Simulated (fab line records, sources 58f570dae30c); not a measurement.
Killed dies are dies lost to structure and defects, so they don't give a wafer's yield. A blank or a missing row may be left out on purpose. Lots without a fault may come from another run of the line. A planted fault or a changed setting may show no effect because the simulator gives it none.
fab line records | flow berkeley_cmos170
record lots=5 wafers=15 last_day=12
route steps=331 shown PLDD@155 NLDD@158 SPACER@171 PSD@175 NSD@187
lots that met no fault: from a run of the same line without faults
start_h: hours from the record's first day to the start of the lot's first wafer shown | wait_h: hours since the lot's step before | " the same as in the row above | L1.1+2: a row that stands for several wafers | - no value, or no start given | * or withheld: withheld | < > ~ a bound
route shown NAME@n: a module of which the file shows steps, and the number in the route of the first | usual: mean/standard deviation of fault-free wafers | same: alike in all rows | chamber/n: place in a boat | sites: the reading at each site | _std_site: their standard deviation | _edge_site: outer sites' mean less inner sites' | radius_mm: how far each site lies from the wafer's centre | mask NAME#n: copy n | behind: the tool/chamber that last shaped the wafer | hold: why the lot was held/for how many hours/how that ended | device: the transistor (n, p or np) that didn't switch | end of line: the same wafers' tests at the end of the route | a step without rows: its recipe alone | killed: dies lost to structure and defects at the first sort, not the wafer's yield | map: a wafer's dies, x killed, . not, _ none there
set.NAME: the setting as run; set.NAME@STEP: as run at that earlier step | model.NAME: the simulator's own value behind a step, which no gauge read
lots at some steps of the route; a table a step, a row a wafer
services: from which hour (start_h, from the record's first day; less than 0 if before it) a tool's chamber was out of use, for how many hours, and why
## steps
# step UCB170_PLDD_STRIP_10
# recipe chemistry=O2 power_w=400 pressure_mtorr=3500 platen_temp_c=withheld o2_flow_sccm=400 overash_fraction=0.5
# usual chamber_pressure_mTorr=3500/3.1 drypump_motor_current_A=5.6/0.52 oes_product_au=0.735/0.0043 strip_time_to_endpoint_s=21.61/0.068
# columns lot.wafer tool chamber start_h wait_h chamber_pressure_mTorr drypump_motor_current_A oes_product_au rf_hours_counter_h strip_time_to_endpoint_s
L078.1 plasma_asher-04 0 155.48 0.1 3503 5.8 0.731 38 21.60
L078.2 " 1 " " 3506 4.8 0.733 38 21.58
L078.6 " 1 " " 3503 4.8 0.736 - 21.59
L080.2 plasma_asher-02 0 155.78 0.1 3506 6.3 0.729 44 21.64
L080.5 " 0 " " 3500 6.3 0.739 - 21.55
L080.6 " 1 " " 3496 5.4 0.736 - 21.69
L081.3 plasma_asher-02 0 167.40 0.2 3499 6.3 0.739 - 21.69
L081.4 " 1 " " 3499 5.4 0.735 - 21.70
L081.5 " 1 " " 3502 5.4 0.728 - 21.67
L084.1 plasma_asher-02 1 181.00 0.1 3501 5.4 0.735 47 21.67
L084.4 " 1 " " 3495 5.4 0.730 - 21.71
L084.6 " 0 " " 3505 6.3 0.735 - 21.70
L096.3 plasma_asher-04 0 239.80 0.1 3502 5.8 0.736 - 21.51
L096.4 " 1 " " 3498 4.8 0.743 - 21.49
L096.5 " 1 " " 3501 4.8 0.731 - 21.53
# step UCB170_PLDD_TW_MEAS_11
# usual PLDD_TW=1018/15
# columns lot.wafer tool chamber start_h wait_h PLDD_TW
L078.1 film_metro-01 - 155.58 0.1 1035
L078.2 " - " " 1034
L078.6 " - " " 1039
L080.2 film_metro-02 - 155.89 0.1 997
L080.5 " - " " 999
L080.6 " - " " 996
L081.3 film_metro-01 - 167.49 0.1 1034
L081.4 " - " " 1037
L081.5 " - " " 1034
L084.1 film_metro-04 - 181.10 0.1 1032
L084.4 " - " " 1034
L084.6 " - " " 1038
L096.3 film_metro-01 - 239.88 0.1 1019
L096.4 " - " " 1017
L096.5 " - " " 1015
# step UCB170_PLDD_CLEAN_12
# recipe chemistry=SPM temp_c=120 time_s=600
# usual temp_c=120.02/0.12
# columns lot.wafer tool chamber start_h wait_h temp_c
L078.1 wet_bench-03 1 155.64 0.1 120.08
L078.2 " 1 " " 120.15
L078.6 " 1 " " 120.05
L080.2 wet_bench-01 0 155.94 0.0 119.78
L080.5 " 0 " " 119.61
L080.6 " 0 " " 119.90
L081.3 wet_bench-03 1 167.62 0.1 120.13
L081.4 " 1 " " 120.17
L081.5 " 1 " " 120.19
L084.1 wet_bench-01 0 181.16 0.1 120.15
L084.4 " 0 " " 120.15
L084.6 " 0 " " 120.04
L096.3 wet_bench-02 3 239.92 0.0 120.16
L096.4 " 3 " " 120.24
L096.5 " 3 " " 120.00
# step UCB170_NLDD_HMDS_00
# recipe prime_time_s=60 prime_temp_c=100
# columns lot.wafer tool chamber start_h wait_h
L078.1+2+6 litho_track-04 0 155.82 0.0
L080.2+5+6 litho_track-03 0 156.14 0.0
L081.3+4+5 litho_track-03 0 168.11 0.3
L084.1+4+6 litho_track-01 0 181.33 0.0
L096.3+4+5 litho_track-03 0 240.15 0.1
# step UCB170_NLDD_COAT_01
# recipe resist=KrF spin_rpm=1500 resist_thk_nm=900
# columns lot.wafer tool chamber start_h wait_h
L078.1+2+6 litho_track-04 0 155.97 0.1
L080.2+5+6 litho_track-03 0 156.29 0.1
L081.3+4+5 litho_track-03 0 168.26 0.1
L084.1+4+6 litho_track-01 0 181.48 0.1
L096.3+4+5 litho_track-03 0 240.30 0.1
# step UCB170_NLDD_SOFTBAKE_02
# recipe resist=KrF temp_c=130 time_s=60
# columns lot.wafer tool chamber start_h wait_h
L078.1+2+6 litho_track-04 0 156.12 0.1
L080.2+5+6 litho_track-03 0 156.44 0.1
L081.3+4+5 litho_track-03 0 168.41 0.1
L084.1+4+6 litho_track-01 0 181.63 0.1
L096.3+4+5 litho_track-03 0 240.45 0.1
# step UCB170_NLDD_EXPOSE_03
# recipe mask_id=NSELECT na=0.5 sigma_outer=0.6 source_shape=conventional target_cd_nm=1200 dose_mj=30
# usual stage_vel_mm_s=500.01/0.24
# columns lot.wafer tool chamber start_h wait_h mask stage_vel_mm_s
L078.1 krf_scanner-02 0 156.39 0.2 NSELECT#0 499.97
L078.2 " 0 " " NSELECT#0 499.72
L078.6 " 0 " " NSELECT#0 499.84
L080.2 krf_scanner-01 0 156.71 0.2 NSELECT#0 500.25
L080.5 " 0 " " NSELECT#0 499.80
L080.6 " 0 " " NSELECT#0 500.19
L081.3 krf_scanner-01 0 168.55 0.1 NSELECT#0 500.38
L081.4 " 0 " " NSELECT#0 499.73
L081.5 " 0 " " NSELECT#0 500.39
L084.1 krf_scanner-02 0 181.78 0.1 NSELECT#0 499.82
L084.4 " 0 " " NSELECT#0 500.31
L084.6 " 0 " " NSELECT#0 499.95
L096.3 krf_scanner-01 0 240.71 0.2 NSELECT#0 500.13
L096.4 " 0 " " NSELECT#0 499.76
L096.5 " 0 " " NSELECT#0 500.09
# step UCB170_NLDD_PEB_04
# recipe peb_temp_c=130 peb_time_s=withheld resist=KrF
# columns lot.wafer tool chamber start_h wait_h
L078.1+2+6 litho_track-04 0 156.51 0.1
L080.2+5+6 litho_track-01 0 156.83 0.1
L081.3+4+5 litho_track-01 0 168.71 0.1
L084.1+4+6 litho_track-03 0 181.91 0.1
L096.3+4+5 litho_track-01 0 240.84 0.1
# step UCB170_NLDD_DEVELOP_05
# recipe developer=TMAH develop_time_s=45 resist=KrF dev_temp_c=21
# same develop_time_s=45
# columns lot.wafer tool chamber start_h wait_h
L078.1+2+6 litho_track-04 0 - -
L080.2+5+6 litho_track-01 0 - -
L081.3+4+5 litho_track-01 0 - -
L084.1+4+6 litho_track-03 0 - -
L096.3+4+5 litho_track-01 0 - -
# step UCB170_NLDD_CD_MEAS_06
# recipe target_cd_nm=1200
# usual cd_nm=1199.7/1.5
# columns lot.wafer tool chamber start_h wait_h cd_nm
L078.1 cd_sem-02 - 156.78 - 1201.4
L078.2 " - " " 1200.4
L078.6 " - " " 1200.7
L080.2 cd_sem-02 - 157.10 - 1203.0
L080.5 " - " " 1202.9
L080.6 " - " " 1200.7
L081.3 cd_sem-02 - 168.98 - 1201.1
L081.4 " - " " 1199.8
L081.5 " - " " 1200.6
L084.1 cd_sem-02 - 182.18 - 1199.0
L084.4 " - " " 1199.4
L084.6 " - " " 1198.4
L096.3 cd_sem-01 - 241.10 - 1199.7
L096.4 " - " " 1201.1
L096.5 " - " " 1200.9
# step UCB170_NLDD_OVL_MEAS_07
# usual NLDD_OVL=6/5.8
# columns lot.wafer tool chamber start_h wait_h NLDD_OVL[nm]
L078.1 overlay-02 - 156.90 0.1 -6
L078.2 " - " " 7
L078.6 " - " " 6
L080.2 overlay-01 - 157.21 0.1 4
L080.5 " - " " 7
L080.6 " - " " 3
L081.3 overlay-02 - 169.07 0.1 6
L081.4 " - " " 4
L081.5 " - " " 9
L084.1 overlay-01 - 182.30 0.1 -7
L084.4 " - " " -5
L084.6 " - " " 3
L096.3 overlay-02 - 241.20 0.1 1
L096.4 " - " " 7
L096.5 " - " " 8
# step UCB170_NLDD_IMPLANT_08
# recipe species=As dose_cm2=5e+13 energy_kev=30 tilt_deg=7 rotation_deg=0
# columns lot.wafer tool chamber start_h wait_h
L078.1+2+6 implanter-04 0 156.94 0.0
L080.2+5+6 implanter-04 0 157.26 0.0
L081.3+4+5 implanter-02 0 169.14 0.1
L084.1+4+6 implanter-04 0 182.34 0.0
L096.3+4+5 implanter-01 0 241.27 0.1
# step UCB170_NLDD_IMPLANT_09
# recipe species=As dose_cm2=5e+13 energy_kev=30 tilt_deg=7 rotation_deg=180
# columns lot.wafer tool chamber start_h wait_h
L078.1+2+6 implanter-04 0 157.09 0.1
L080.2+5+6 implanter-04 0 157.41 0.1
L081.3+4+5 implanter-02 0 169.29 0.1
L084.1+4+6 implanter-04 0 182.49 0.1
L096.3+4+5 implanter-01 0 241.42 0.1
# step UCB170_NLDD_STRIP_10
# recipe chemistry=O2 power_w=400 pressure_mtorr=3500 platen_temp_c=withheld o2_flow_sccm=400 overash_fraction=0.5
# usual chamber_pressure_mTorr=3500/3.2 drypump_motor_current_A=5.6/0.53 oes_product_au=0.734/0.0046 strip_time_to_endpoint_s=21.62/0.062
# columns lot.wafer tool chamber start_h wait_h chamber_pressure_mTorr drypump_motor_current_A oes_product_au rf_hours_counter_h strip_time_to_endpoint_s
L078.1 plasma_asher-04 1 157.24 0.1 3502 4.7 0.746 38 21.68
L078.2 " 0 " " 3495 5.8 0.731 38 21.73
L078.6 " 1 " " 3501 4.7 0.730 - 21.75
L080.2 plasma_asher-01 0 157.54 0.1 3497 5.1 0.728 45 21.63
L080.5 " 1 " " 3503 6.1 0.738 - 21.65
L080.6 " 0 " " 3502 5.2 0.730 - 21.62
L081.3 plasma_asher-04 1 169.43 0.1 3503 4.7 0.731 - 21.62
L081.4 " 0 " " 3505 5.8 0.729 - 21.63
L081.5 " 0 " " 3502 5.8 0.727 - 21.59
L084.1 plasma_asher-03 0 182.64 0.1 3499 6.1 0.729 5 21.70
L084.4 " 1 " " 3496 6.0 0.734 - 21.71
L084.6 " 0 " " 3504 6.1 0.733 - 21.64
L096.3 plasma_asher-01 0 241.55 0.1 3506 5.2 0.732 - 21.66
L096.4 " 1 " " 3507 6.1 0.733 - 21.65
L096.5 " 0 " " 3501 5.1 0.730 - 21.69
# step UCB170_NLDD_TW_MEAS_11
# usual NLDD_TW=2238/35
# columns lot.wafer tool chamber start_h wait_h NLDD_TW
L078.1 film_metro-04 - 157.34 0.1 2256
L078.2 " - " " 2248
L078.6 " - " " 2259
L080.2 film_metro-01 - 157.65 0.1 2277
L080.5 " - " " 2276
L080.6 " - " " 2279
L081.3 film_metro-04 - 169.51 0.1 2262
L081.4 " - " " 2273
L081.5 " - " " 2267
L084.1 film_metro-04 - 182.74 0.1 2263
L084.4 " - " " 2274
L084.6 " - " " 2264
L096.3 film_metro-02 - 241.64 0.1 2183
L096.4 " - " " 2185
L096.5 " - " " 2190
# step UCB170_NLDD_CLEAN_12
# recipe chemistry=SPM temp_c=120 time_s=600
# usual temp_c=120.01/0.13
# columns lot.wafer tool chamber start_h wait_h temp_c
L078.1 wet_bench-01 0 157.40 0.1 120.00
L078.2 " 0 " " 119.97
L078.6 " 0 " " 119.98
L080.2 wet_bench-01 2 157.70 0.0 120.26
L080.5 " 2 " " 119.81
L080.6 " 2 " " 119.84
L081.3 wet_bench-01 1 169.55 0.0 119.88
L081.4 " 1 " " 119.87
L081.5 " 1 " " 120.01
L084.1 wet_bench-02 3 182.80 0.1 120.08
L084.4 " 3 " " 119.97
L084.6 " 3 " " 119.77
L096.3 wet_bench-01 0 241.68 0.0 120.01
L096.4 " 0 " " 119.95
L096.5 " 0 " " 120.00
# step UCB170_SPACER_CVD_00
# recipe material=SiO2 target_thk_nm=376 temp_c=390 precursor=TEOS/O2 time_s=47 rf_w=550 pressure_mtorr=9000
# usual heater_power_w=262/53
# columns lot.wafer tool chamber start_h wait_h heater_power_w
L078.1 pecvd-03 0 157.57 0.0 279
L078.2 " 1 " " 351
L078.6 " 0 " " 293
L080.2 pecvd-02 2 157.87 0.0 204
L080.5 " 2 " " 209
L080.6 " 1 " " 261
L081.3 pecvd-03 0 169.73 0.0 342
L081.4 " 1 " " 360
L081.5 " 0 " " 343
L084.1 pecvd-03 2 182.98 0.0 249
L084.4 " 2 " " 257
L084.6 " 1 " " 254
L096.3 pecvd-04 1 241.87 0.0 279
L096.4 " 0 " " 338
L096.5 " 1 " " 292
# step UCB170_SPACER_THK_MEAS_01
# recipe reads=SiO2_of_SPACER_CVD_00
# usual SPACER_TEOS_THK=377/5.7
# columns lot.wafer tool chamber start_h wait_h SPACER_TEOS_THK[nm]
L078.1 film_metro-04 - 157.62 0.0 370
L078.2 " - " " 376
L078.6 " - " " 367
L080.2 film_metro-03 - 157.93 0.0 372
L080.5 " - " " 379
L080.6 " - " " 377
L081.3 film_metro-02 - 169.79 0.0 373
L081.4 " - " " 388
L081.5 " - " " 374
L084.1 film_metro-03 - 183.02 0.0 374
L084.4 " - " " 380
L084.6 " - " " 375
L096.3 film_metro-02 - 241.93 0.0 369
L096.4 " - " " 379
L096.5 " - " " 380
# step UCB170_SPACER_ANNEAL_02
# recipe temp_c=900 time_s=1800 ambient=N2
# usual spike_tc_load_C=927.0/2.7
# columns lot.wafer tool chamber start_h wait_h spike_tc_load_C
L078.1 furnace-02 0 161.45 3.8 924.8
L078.2 " 0 " " 926.4
L078.6 " 0 " " 925.9
L080.2 furnace-02 0 161.45 3.5 925.6
L080.5 " 0 " " 925.6
L080.6 " 0 " " 925.7
L081.3 furnace-03 0 173.51 3.7 930.1
L081.4 " 0 " " 929.9
L081.5 " 0 " " 928.6
L084.1 furnace-03 0 186.56 3.5 931.0
L084.4 " 0 " " 932.5
L084.6 " 0 " " 932.7
L096.3 furnace-02 0 245.70 3.8 926.6
L096.4 " 0 " " 924.1
L096.5 " 0 " " 926.5
# step UCB170_SPACER_ETCHBACK_03
# recipe stop_on=Si target=SiO2 chemistry=CHF3/CF4/Ar CHF3_flow_sccm=50 cf4_flow_sccm=10 Ar_flow_sccm=120 pressure_mtorr=200 rf_w=500 target_depth_a=3760 time_s=100
# usual chamber_pressure_mTorr=200.00/0.19 drypump_motor_current_A=5.92/0.29 oes_product_au=0.903/0.015 throttle_valve_pct=6.47/0.076
# columns lot.wafer tool chamber start_h wait_h chamber_pressure_mTorr drypump_motor_current_A oes_product_au rf_hours_counter_h throttle_valve_pct
L078.1 rie_diel-03 1 162.95 0.0 200.16 6.36 0.884 153 6.55
L078.2 " 0 " " 199.61 5.57 0.907 108 6.49
L078.6 " 0 " " 199.80 5.59 0.883 - 6.47
L080.2 rie_diel-02 3 162.95 0.0 199.89 6.35 0.885 47 6.44
L080.5 " 1 " " 199.89 6.19 0.902 - 6.48
L080.6 " 0 " " 199.87 5.86 0.902 - 6.62
L081.3 rie_diel-03 2 175.01 0.0 200.17 6.07 0.899 0 6.46
L081.4 " 3 " " 199.99 5.75 0.941 48 6.38
L081.5 " 1 " " 200.01 6.37 0.905 - 6.54
L084.1 rie_diel-03 0 188.06 0.0 200.15 5.55 0.890 109 6.48
L084.4 " 3 " " 199.87 5.77 0.927 48 6.37
L084.6 " 3 " " 199.91 5.76 0.909 - 6.37
L096.3 rie_diel-01 1 247.20 0.0 200.21 5.89 0.888 21 6.51
L096.4 " 0 " " 200.32 5.54 0.906 4 6.40
L096.5 " 2 " " 200.08 5.62 0.922 - 6.53
# step UCB170_PSD_HMDS_00
# recipe prime_time_s=60 prime_temp_c=100
# columns lot.wafer tool chamber start_h wait_h
L078.1+2+6 litho_track-04 0 163.02 0.0
L080.2+5+6 litho_track-01 0 163.05 0.1
L081.3+4+5 litho_track-04 0 175.36 0.3
L084.1+4+6 litho_track-02 0 188.13 0.0
L096.3+4+5 litho_track-04 0 247.33 0.1
# step UCB170_PSD_COAT_01
# recipe resist=KrF spin_rpm=1500 resist_thk_nm=900
# columns lot.wafer tool chamber start_h wait_h
L078.1+2+6 litho_track-04 0 163.17 0.1
L080.2+5+6 litho_track-01 0 163.20 0.1
L081.3+4+5 litho_track-04 0 175.51 0.1
L084.1+4+6 litho_track-02 0 188.28 0.1
L096.3+4+5 litho_track-04 0 247.48 0.1
# step UCB170_PSD_SOFTBAKE_02
# recipe resist=KrF temp_c=130 time_s=60
# columns lot.wafer tool chamber start_h wait_h
L078.1+2+6 litho_track-04 0 163.32 0.1
L080.2+5+6 litho_track-01 0 163.35 0.1
L081.3+4+5 litho_track-04 0 175.66 0.1
L084.1+4+6 litho_track-02 0 188.43 0.1
L096.3+4+5 litho_track-04 0 247.63 0.1
# step UCB170_PSD_EXPOSE_03
# recipe mask_id=PSELECT_MOD na=0.5 sigma_outer=0.6 source_shape=conventional target_cd_nm=1200 dose_mj=30
# usual stage_vel_mm_s=500.00/0.27
# columns lot.wafer tool chamber start_h wait_h mask stage_vel_mm_s
L078.1 krf_scanner-02 0 163.47 0.1 PSELECT_MOD#0 500.29
L078.2 " 0 " " PSELECT_MOD#0 499.98
L078.6 " 0 " " PSELECT_MOD#0 500.08
L080.2 krf_scanner-01 0 163.73 0.4 PSELECT_MOD#0 500.25
L080.5 " 0 " " PSELECT_MOD#0 500.24
L080.6 " 0 " " PSELECT_MOD#0 500.21
L081.3 krf_scanner-01 0 175.99 0.3 PSELECT_MOD#0 500.45
L081.4 " 0 " " PSELECT_MOD#0 500.26
L081.5 " 0 " " PSELECT_MOD#0 499.87
L084.1 krf_scanner-02 0 188.71 0.2 PSELECT_MOD#0 500.24
L084.4 " 0 " " PSELECT_MOD#0 500.29
L084.6 " 0 " " PSELECT_MOD#0 500.43
L096.3 krf_scanner-01 0 248.36 0.7 PSELECT_MOD#0 500.34
L096.4 " 0 " " PSELECT_MOD#0 500.44
L096.5 " 0 " " PSELECT_MOD#0 500.16
# step UCB170_PSD_PEB_04
# recipe peb_temp_c=129.6 peb_time_s=withheld resist=KrF
# columns lot.wafer tool chamber start_h wait_h
L078.1+2+6 litho_track-04 0 163.59 0.1
L080.2+5+6 litho_track-04 0 163.89 0.1
L081.3+4+5 litho_track-04 0 176.26 0.2
L084.1+4+6 litho_track-02 0 189.03 0.3
L096.3+4+5 litho_track-01 0 248.95 0.6
# step UCB170_PSD_DEVELOP_05
# recipe developer=TMAH develop_time_s=45 resist=KrF dev_temp_c=21
# same develop_time_s=45
# columns lot.wafer tool chamber start_h wait_h
L078.1+2+6 litho_track-04 0 - -
L080.2+5+6 litho_track-04 0 - -
L081.3+4+5 litho_track-04 0 - -
L084.1+4+6 litho_track-02 0 - -
L096.3+4+5 litho_track-01 0 - -
# step UCB170_PSD_CD_MEAS_06
# recipe target_cd_nm=1200
# usual cd_nm=1199.8/1.7
# columns lot.wafer tool chamber start_h wait_h cd_nm
L078.1 cd_sem-02 - 163.86 - 1200.7
L078.2 " - " " 1200.9
L078.6 " - " " 1202.5
L080.2 cd_sem-02 - 164.16 - 1201.2
L080.5 " - " " 1200.2
L080.6 " - " " 1200.8
L081.3 cd_sem-01 - 176.52 - 1197.8
L081.4 " - " " 1198.4
L081.5 " - " " 1197.8
L084.1 cd_sem-01 - 189.31 - 1199.6
L084.4 " - " " 1200.0
L084.6 " - " " 1199.7
L096.3 cd_sem-02 - 249.24 - 1200.1
L096.4 " - " " 1200.2
L096.5 " - " " 1199.9
# step UCB170_PSD_OVL_MEAS_07
# usual PSD_OVL=3/5.4
# columns lot.wafer tool chamber start_h wait_h PSD_OVL[nm]
L078.1 overlay-01 - 163.98 0.1 3
L078.2 " - " " 0
L078.6 " - " " 6
L080.2 overlay-02 - 164.26 0.1 0
L080.5 " - " " 8
L080.6 " - " " -2
L081.3 overlay-02 - 176.61 0.1 -2
L081.4 " - " " 11
L081.5 " - " " 7
L084.1 overlay-02 - 189.43 0.1 6
L084.4 " - " " 13
L084.6 " - " " 4
L096.3 overlay-01 - 249.34 0.1 10
L096.4 " - " " 15
L096.5 " - " " 14
# step UCB170_PSD_IMPLANT_08
# recipe species=B dose_cm2=3e+15 energy_kev=20 tilt_deg=7
# columns lot.wafer tool chamber start_h wait_h
L078.1+2+6 implanter-04 0 164.02 0.0
L080.2+5+6 implanter-02 0 164.32 0.0
L081.3+4+5 implanter-02 0 176.69 0.1
L084.1+4+6 implanter-03 0 189.47 0.0
L096.3+4+5 implanter-04 0 249.41 0.1
# step UCB170_PSD_STRIP_09
# recipe chemistry=O2 power_w=400 pressure_mtorr=3500 platen_temp_c=withheld o2_flow_sccm=400 overash_fraction=0.5
# usual chamber_pressure_mTorr=3500/3.2 drypump_motor_current_A=5.8/0.41 oes_product_au=0.600/0.0044 strip_time_to_endpoint_s=29.41/0.094
# columns lot.wafer tool chamber start_h wait_h chamber_pressure_mTorr drypump_motor_current_A oes_product_au rf_hours_counter_h strip_time_to_endpoint_s
L078.1 plasma_asher-02 0 164.17 0.1 3500 6.3 0.606 45 29.49
L078.2 " 1 " " 3499 5.4 0.604 45 29.40
L078.6 " 1 " " 3502 5.4 0.595 - 29.34
L080.2 plasma_asher-01 1 164.44 0.1 3503 6.1 0.603 46 29.46
L080.5 " 1 " " 3503 6.1 0.598 - 29.48
L080.6 " 0 " " 3494 5.1 0.605 - 29.43
L081.3 plasma_asher-01 0 176.82 0.1 3499 5.2 0.601 - 29.39
L081.4 " 1 " " 3505 6.1 0.609 - 29.37
L081.5 " 0 " " 3498 5.1 0.601 - 29.36
L084.1 plasma_asher-02 0 189.62 0.1 3500 6.2 0.609 48 29.52
L084.4 " 1 " " 3502 5.4 0.603 - 29.41
L084.6 " 1 " " 3499 5.4 0.604 - 29.45
L096.3 plasma_asher-03 1 249.54 0.1 3504 6.0 0.597 - 29.31
L096.4 " 0 " " 3499 6.0 0.599 - 29.33
L096.5 " 0 " " 3500 6.1 0.603 - 29.23
# step UCB170_PSD_TW_MEAS_10
# usual PSD_TW=2337/33
# columns lot.wafer tool chamber start_h wait_h PSD_TW
L078.1 film_metro-04 - 164.27 0.1 2369
L078.2 " - " " 2363
L078.6 " - " " 2366
L080.2 film_metro-02 - 164.55 0.1 2294
L080.5 " - " " 2304
L080.6 " - " " 2295
L081.3 film_metro-02 - 176.91 0.1 2310
L081.4 " - " " 2313
L081.5 " - " " 2303
L084.1 film_metro-02 - 189.72 0.1 2313
L084.4 " - " " 2297
L084.6 " - " " 2311
L096.3 film_metro-01 - 249.63 0.1 2351
L096.4 " - " " 2353
L096.5 " - " " 2345
# step UCB170_PSD_CLEAN_11
# recipe chemistry=SPM temp_c=120 time_s=600
# usual temp_c=120.00/0.13
# columns lot.wafer tool chamber start_h wait_h temp_c
L078.1 wet_bench-02 2 165.41 1.1 119.83
L078.2 " 2 " " 119.88
L078.6 " 2 " " 119.93
L080.2 wet_bench-02 3 165.41 0.8 120.08
L080.5 " 3 " " 119.83
L080.6 " 3 " " 119.99
L081.3 wet_bench-03 2 176.95 0.0 120.11
L081.4 " 2 " " 119.90
L081.5 " 2 " " 120.02
L084.1 wet_bench-04 3 189.78 0.1 119.93
L084.4 " 3 " " 120.07
L084.6 " 3 " " 120.03
L096.3 wet_bench-04 3 249.67 0.0 119.73
L096.4 " 3 " " 119.81
L096.5 " 3 " " 120.10
# step UCB170_NSD_HMDS_00
# recipe prime_time_s=60 prime_temp_c=100
# columns lot.wafer tool chamber start_h wait_h
L080.2+5+6 litho_track-02 0 165.71 0.1
L078.1+2+6 litho_track-01 0 165.86 0.3
L081.3+4+5 litho_track-03 0 177.17 0.1
L084.1+4+6 litho_track-01 0 190.34 0.4
L096.3+4+5 litho_track-01 0 250.13 0.3
# step UCB170_NSD_COAT_01
# recipe resist=KrF spin_rpm=1500 resist_thk_nm=900
# columns lot.wafer tool chamber start_h wait_h
L080.2+5+6 litho_track-02 0 165.86 0.1
L078.1+2+6 litho_track-01 0 166.01 0.1
L081.3+4+5 litho_track-03 0 177.32 0.1
L084.1+4+6 litho_track-01 0 190.49 0.1
L096.3+4+5 litho_track-01 0 250.28 0.1
# step UCB170_NSD_SOFTBAKE_02
# recipe resist=KrF temp_c=130 time_s=60
# columns lot.wafer tool chamber start_h wait_h
L080.2+5+6 litho_track-02 0 166.01 0.1
L078.1+2+6 litho_track-01 0 166.16 0.1
L081.3+4+5 litho_track-03 0 177.47 0.1
L084.1+4+6 litho_track-01 0 190.64 0.1
L096.3+4+5 litho_track-01 0 250.43 0.1
# step UCB170_NSD_EXPOSE_03
# recipe mask_id=NSELECT_MOD na=0.5 sigma_outer=0.6 source_shape=conventional target_cd_nm=1200 dose_mj=30.5
# usual stage_vel_mm_s=500.00/0.25
# columns lot.wafer tool chamber start_h wait_h mask stage_vel_mm_s
L080.2 krf_scanner-02 0 166.19 0.2 NSELECT_MOD#0 500.29
L080.5 " 0 " " NSELECT_MOD#0 500.28
L080.6 " 0 " " NSELECT_MOD#0 500.30
L078.1 krf_scanner-02 0 166.31 0.1 NSELECT_MOD#0 500.14
L078.2 " 0 " " NSELECT_MOD#0 499.77
L078.6 " 0 " " NSELECT_MOD#0 499.54
L081.3 krf_scanner-02 0 177.61 0.1 NSELECT_MOD#0 500.14
L081.4 " 0 " " NSELECT_MOD#0 500.18
L081.5 " 0 " " NSELECT_MOD#0 500.26
L084.1 krf_scanner-01 0 190.79 0.1 NSELECT_MOD#0 499.82
L084.4 " 0 " " NSELECT_MOD#0 500.05
L084.6 " 0 " " NSELECT_MOD#0 499.69
L096.3 krf_scanner-02 0 250.56 0.1 NSELECT_MOD#0 500.08
L096.4 " 0 " " NSELECT_MOD#0 500.07
L096.5 " 0 " " NSELECT_MOD#0 500.12
# step UCB170_NSD_PEB_04
# recipe peb_temp_c=130 peb_time_s=withheld resist=KrF
# columns lot.wafer tool chamber start_h wait_h
L080.2+5+6 litho_track-01 0 166.61 0.4
L078.1+2+6 litho_track-02 0 166.69 0.4
L081.3+4+5 litho_track-03 0 177.74 0.1
L084.1+4+6 litho_track-01 0 191.52 0.7
L096.3+4+5 litho_track-03 0 250.71 0.1
# step UCB170_NSD_DEVELOP_05
# recipe developer=TMAH develop_time_s=45 resist=KrF dev_temp_c=21
# same develop_time_s=45
# columns lot.wafer tool chamber start_h wait_h
L080.2+5+6 litho_track-01 0 - -
L078.1+2+6 litho_track-02 0 - -
L081.3+4+5 litho_track-03 0 - -
L084.1+4+6 litho_track-01 0 - -
L096.3+4+5 litho_track-03 0 - -
# step UCB170_NSD_CD_MEAS_06
# recipe target_cd_nm=1200
# usual cd_nm=1199.8/1.2
# columns lot.wafer tool chamber start_h wait_h cd_nm
L078.1 cd_sem-02 - 166.98 - 1200.9
L078.2 " - " " 1200.5
L078.6 " - " " 1200.2
L080.2 cd_sem-01 - 166.99 - 1201.6
L080.5 " - " " 1200.5
L080.6 " - " " 1201.1
L081.3 cd_sem-02 - 178.00 - 1198.6
L081.4 " - " " 1200.3
L081.5 " - " " 1198.8
L084.1 cd_sem-01 - 191.79 - 1198.3
L084.4 " - " " 1198.4
L084.6 " - " " 1199.6
L096.3 cd_sem-02 - 251.18 - 1200.7
L096.4 " - " " 1199.6
L096.5 " - " " 1198.9
# step UCB170_NSD_OVL_MEAS_07
# usual NSD_OVL=3/5.1
# columns lot.wafer tool chamber start_h wait_h NSD_OVL[nm]
L080.2 overlay-02 - 167.09 0.1 1
L080.5 " - " " -4
L080.6 " - " " 9
L078.1 overlay-01 - 167.10 0.1 -4
L078.2 " - " " 8
L078.6 " - " " -1
L081.3 overlay-02 - 178.10 0.1 1
L081.4 " - " " 2
L081.5 " - " " 3
L084.1 overlay-01 - 191.91 0.1 -5
L084.4 " - " " 1
L084.6 " - " " -2
L096.3 overlay-02 - 251.27 0.1 3
L096.4 " - " " 0
L096.5 " - " " -2
# step UCB170_NSD_IMPLANT_08
# recipe species=P dose_cm2=3e+15 energy_kev=40 tilt_deg=7
# columns lot.wafer tool chamber start_h wait_h
L078.1+2+6 implanter-01 0 167.14 0.0
L080.2+5+6 implanter-04 0 167.15 0.0
L081.3+4+5 implanter-03 0 178.17 0.1
L084.1+4+6 implanter-01 0 191.95 0.0
L096.3+4+5 implanter-01 0 251.34 0.1
## services
# columns tool chamber start_h hours kind
krf_scanner-02 - 131.95 1.1 repair
pecvd-03 - 135.50 14.0 pm
implanter-01 - 139.06 21.2 pm
implanter-02 - 146.95 15.0 repair
furnace-03 - 148.63 3.0 pm
krf_scanner-02 - 150.69 0.5 repair
rie_diel-03 2 153.25 12.3 repair
plasma_asher-03 - 153.40 14.6 pm
krf_scanner-02 - 155.00 1.0 pm
plasma_asher-02 - 169.02 2.8 pm
krf_scanner-02 - 179.17 1.3 pm
furnace-03 - 180.61 1.8 pm
implanter-03 - 190.93 2.7 pm
rie_diel-03 1 191.26 13.5 repair
plasma_asher-03 - 194.99 2.1 repair
rie_diel-03 3 207.22 7.3 repair
wet_bench-02 - 207.69 1.4 repair
implanter-04 - 208.14 2.3 repair
krf_scanner-01 - 219.13 1.0 pm
krf_scanner-02 - 221.88 4.4 pm
krf_scanner-02 - 231.69 7.2 repair
implanter-02 - 233.09 2.4 repair
furnace-02 - 236.58 3.5 pm
krf_scanner-01 - 249.56 1.3 pm
## key
fault none
